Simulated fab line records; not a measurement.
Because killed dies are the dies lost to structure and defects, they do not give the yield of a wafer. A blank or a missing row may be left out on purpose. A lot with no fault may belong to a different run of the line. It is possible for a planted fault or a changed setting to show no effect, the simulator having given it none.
Check of tool commonality || flow rit-cmos || 11 lots, 33 wafers sampled

== REASON IT WAS OPENED ==
2 of 11 lots carry a flag on the reading NSD_TW at RIT_NSD_TW_MEAS_10. No-fault wafers: 3173, standard deviation 18.
Rule: a lot is flagged in two cases, either no wafer of it has a number, or all its wafers with numbers fall more than 4 standard deviations from that mean. All remaining lots are regarded as sound.

{"lot": "L924", "measured": "day 3 02:56", "on": "film-metro-02", "NSD_TW, wafer by wafer": "3187 3152 3164", "flag": ""}
{"lot": "L925", "measured": "day 3 09:47", "on": "film-metro-04", "NSD_TW, wafer by wafer": "3184 3179 3173", "flag": ""}
{"lot": "L926", "measured": "day 3 12:23", "on": "film-metro-03", "NSD_TW, wafer by wafer": "3181 3184 3168", "flag": ""}
{"lot": "L927", "measured": "day 3 15:24", "on": "film-metro-02", "NSD_TW, wafer by wafer": "3173 3151 3166", "flag": ""}
{"lot": "L930", "measured": "day 4 10:00", "on": "film-metro-02", "NSD_TW, wafer by wafer": "3167 3168 3157", "flag": ""}
{"lot": "L934", "measured": "day 5 06:15", "on": "film-metro-03", "NSD_TW, wafer by wafer": "3011 2994 3011", "flag": "FLAGGED"}
{"lot": "L935", "measured": "day 5 14:37", "on": "film-metro-02", "NSD_TW, wafer by wafer": "3008 3009 3007", "flag": "FLAGGED"}
{"lot": "L936", "measured": "day 5 18:37", "on": "film-metro-02", "NSD_TW, wafer by wafer": "3167 3179 3185", "flag": ""}
{"lot": "L939", "measured": "day 6 09:34", "on": "film-metro-04", "NSD_TW, wafer by wafer": "3192 3197 3186", "flag": ""}
{"lot": "L945", "measured": "day 7 14:37", "on": "film-metro-02", "NSD_TW, wafer by wafer": "3171 3181 3191", "flag": ""}
{"lot": "L947", "measured": "day 7 22:58", "on": "film-metro-03", "NSD_TW, wafer by wafer": "3144 3132 3148", "flag": ""}
Average over the flagged lots: 3007; offset from the usual -166, equal to -9 standard deviations.

== LOT BY LOT: THE TOOL USED ==
The record holds 1 process step before the reading, out of a route of 202 steps. Each cell gives the tool, then ch followed by the chambers the sampled wafers passed through, then the start.
{"lot": "L924", "flag": "", "RIT_NSD_IMPLANT_08": "implanter-04 ch 0, day 3 02:38"}
{"lot": "L925", "flag": "", "RIT_NSD_IMPLANT_08": "implanter-04 ch 0, day 3 09:28"}
{"lot": "L926", "flag": "", "RIT_NSD_IMPLANT_08": "implanter-01 ch 0, day 3 12:04"}
{"lot": "L927", "flag": "", "RIT_NSD_IMPLANT_08": "implanter-01 ch 0, day 3 15:05"}
{"lot": "L930", "flag": "", "RIT_NSD_IMPLANT_08": "implanter-01 ch 0, day 4 09:41"}
{"lot": "L934", "flag": "FLAGGED", "RIT_NSD_IMPLANT_08": "implanter-01 ch 0, day 5 05:56"}
{"lot": "L935", "flag": "FLAGGED", "RIT_NSD_IMPLANT_08": "implanter-01 ch 0, day 5 14:09"}
{"lot": "L936", "flag": "", "RIT_NSD_IMPLANT_08": "implanter-04 ch 0, day 5 18:18"}
{"lot": "L939", "flag": "", "RIT_NSD_IMPLANT_08": "implanter-04 ch 0, day 6 09:15"}
{"lot": "L945", "flag": "", "RIT_NSD_IMPLANT_08": "implanter-04 ch 0, day 7 14:18"}
{"lot": "L947", "flag": "", "RIT_NSD_IMPLANT_08": "implanter-04 ch 0, day 7 22:40"}
These steps, and what they do:
- RIT_NSD_IMPLANT_08
- RIT_NSD_TW_MEAS_10

== FLAGGED OVER TOTAL, TOOL BY TOOL (the gauges that took the reading come last) ==
{"step": "RIT_NSD_IMPLANT_08", "tool": "implanter-01", "lots run": 5, "flagged": 2, "share of the flagged lots": "all", "sound lots run after its first flagged lot": 0}
{"step": "RIT_NSD_IMPLANT_08", "tool": "implanter-04", "lots run": 6, "flagged": 0, "share of the flagged lots": "none", "sound lots run after its first flagged lot": "-"}
{"step": "RIT_NSD_TW_MEAS_10", "tool": "film-metro-02", "lots run": 6, "flagged": 1, "share of the flagged lots": "some", "sound lots run after its first flagged lot": "2 (L936,L945)"}
{"step": "RIT_NSD_TW_MEAS_10", "tool": "film-metro-03", "lots run": 3, "flagged": 1, "share of the flagged lots": "some", "sound lots run after its first flagged lot": "1 (L947)"}
{"step": "RIT_NSD_TW_MEAS_10", "tool": "film-metro-04", "lots run": 2, "flagged": 0, "share of the flagged lots": "none", "sound lots run after its first flagged lot": "-"}

== WHAT THE TABLE ALLOWS ==
Rows of the table that ran each flagged lot: 1, that is implanter-01 at RIT_NSD_IMPLANT_08.
- implanter-01 at RIT_NSD_IMPLANT_08: 2 of its 5 lots flagged. A fault beginning between L930 (day 4 09:41), its last sound lot, and L934 (day 5 05:56), its first flagged one, fits the data. Its own readings lie more than 4 standard deviations out on every wafer of the flagged lots: beam-energy-keV.
Just one tool remains: implanter-01 at RIT_NSD_IMPLANT_08.

== WHAT HAD BEEN PUT IN BY THE SIMULATOR ==
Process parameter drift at RIT_NSD_IMPLANT_08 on implanter-01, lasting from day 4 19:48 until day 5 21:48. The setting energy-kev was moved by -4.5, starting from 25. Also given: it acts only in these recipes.
Shown lots that were struck: L934, L935. The rule above found the same.
